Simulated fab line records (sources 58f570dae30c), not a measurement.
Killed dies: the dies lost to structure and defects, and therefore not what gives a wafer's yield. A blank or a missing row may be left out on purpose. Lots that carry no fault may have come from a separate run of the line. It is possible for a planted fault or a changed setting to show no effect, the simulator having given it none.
One fault seen from 2 desks + flow berkeley-cmos170 + only its own numbers are on each desk; what lay behind them is given at the end

## DESK OF THE TOOL OWNER: pvd-sputter-04
The tool's own readings at UCB170_M1_SPUTTER_00 (material Al, target thk 600 nm, time 80 s): means of the sampled wafers that have a number, for each lot that ran on this tool. The brackets show how far a lot's mean lies from the usual mean; more than 4 standard deviations puts the lot out of limits, marked OUT.
Columns: A = cathode-dc-power-W at UCB170_M1_SPUTTER_00, usual 6000.0 W; B = throttle-valve-pct at UCB170_M1_SPUTTER_00, usual 30.0 %
| lot  | first seen here | A                        | B    |
|------|-----------------|--------------------------|------|
| L742 | day 7 03:08     | 5999.6                   | 29.1 |
| L743 | day 7 18:01     | 5999.8                   | 30.9 |
| L745 | day 8 10:13     | 5999.6                   | 30.3 |
| L748 | day 8 17:08     | 6000.1                   | 30.1 |
| L754 | day 9 16:24     | 5999.5                   | 29.8 |
| L759 | day 10 09:13    | 6574.4 (+99 or more) OUT | 29.3 |
| L760 | day 11 01:10    | 6574.7 (+99 or more) OUT | 29.7 |
This desk's finding: out of limits on L759, L760; first on L759, day 10 09:13 (cathode-dc-power-W at UCB170_M1_SPUTTER_00). L742, L743, L745, L748, L754: within limits.

## THE METROLOGY DESK
Lot by lot, what the gauges showed, no matter which tool ran the lot: averages of those sampled wafers that carry a number. The brackets show how far a lot's mean lies from the usual mean; more than 4 standard deviations puts the lot out of limits, marked OUT.
Columns: A = CONTACT_OVL at UCB170_CONTACT_OVL_MEAS_16, usual -3 nm; B = M1_AL_RS at UCB170_M1_RS_MEAS_01, usual 0.0481 ohm/sq; C = M1_AL_THK at UCB170_M1_THK_MEAS_02, usual 612 nm
| lot  | first seen here | A   | B                 | C              |
|------|-----------------|-----|-------------------|----------------|
| L742 | day 7 02:23     | -2  | 0.0485            | 598            |
| L744 | day 7 16:49     | -2  | 0.0477            | 618            |
| L743 | day 7 17:14     | -6  | 0.0476            | 619            |
| L745 | day 8 09:37     | -0  | 0.0483            | 613            |
| L746 | day 8 10:53     | 1   | 0.0487            | 608            |
| L748 | day 8 16:32     | 2   | 0.0485            | 612            |
| L749 | day 8 18:29     | -2  | 0.0472            | 631            |
| L751 | day 9 02:10     | -10 | 0.0473            | 618            |
| L754 | day 9 15:38     | 2   | 0.0481            | 613            |
| L759 | day 10 07:14    | -5  | 0.0446 (-7.7) OUT | 663 (+7.4) OUT |
| L758 | day 10 11:14    | -7  | 0.0481            | 613            |
| L760 | day 11 00:31    | -5  | 0.0442 (-8.7) OUT | 678 (+9.5) OUT |
| L763 | day 11 11:53    | -2  | 0.0481            | 611            |
| L764 | day 11 15:50    | 4   | 0.0478            | 615            |
This desk's result: L759, L760 out of limits, first on L759 (M1_AL_RS at UCB170_M1_RS_MEAS_01), day 10 09:17. L742, L744, L743, L745, L746, L748, L749, L751, L754, L758, L763, L764: within limits.

## BROUGHT TOGETHER
At day 10 09:13, on L759, L760, the tool owner's desk was in a position to raise an alarm.
L759, L760 would have let the metrology desk raise an alarm at day 10 09:17.
On pvd-sputter-04, each named lot ran UCB170_M1_SPUTTER_00.

## WHAT THE SIMULATOR HAD PUT IN
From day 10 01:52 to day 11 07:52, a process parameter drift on pvd-sputter-04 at UCB170_M1_SPUTTER_00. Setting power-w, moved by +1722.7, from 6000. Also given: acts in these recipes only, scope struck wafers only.
Struck lots among those shown: L759, L760.
Delay (hours) between the fault's onset and each desk's first out-of-limits reading: 7 at the tool owner's desk, 7 at the metrology desk.
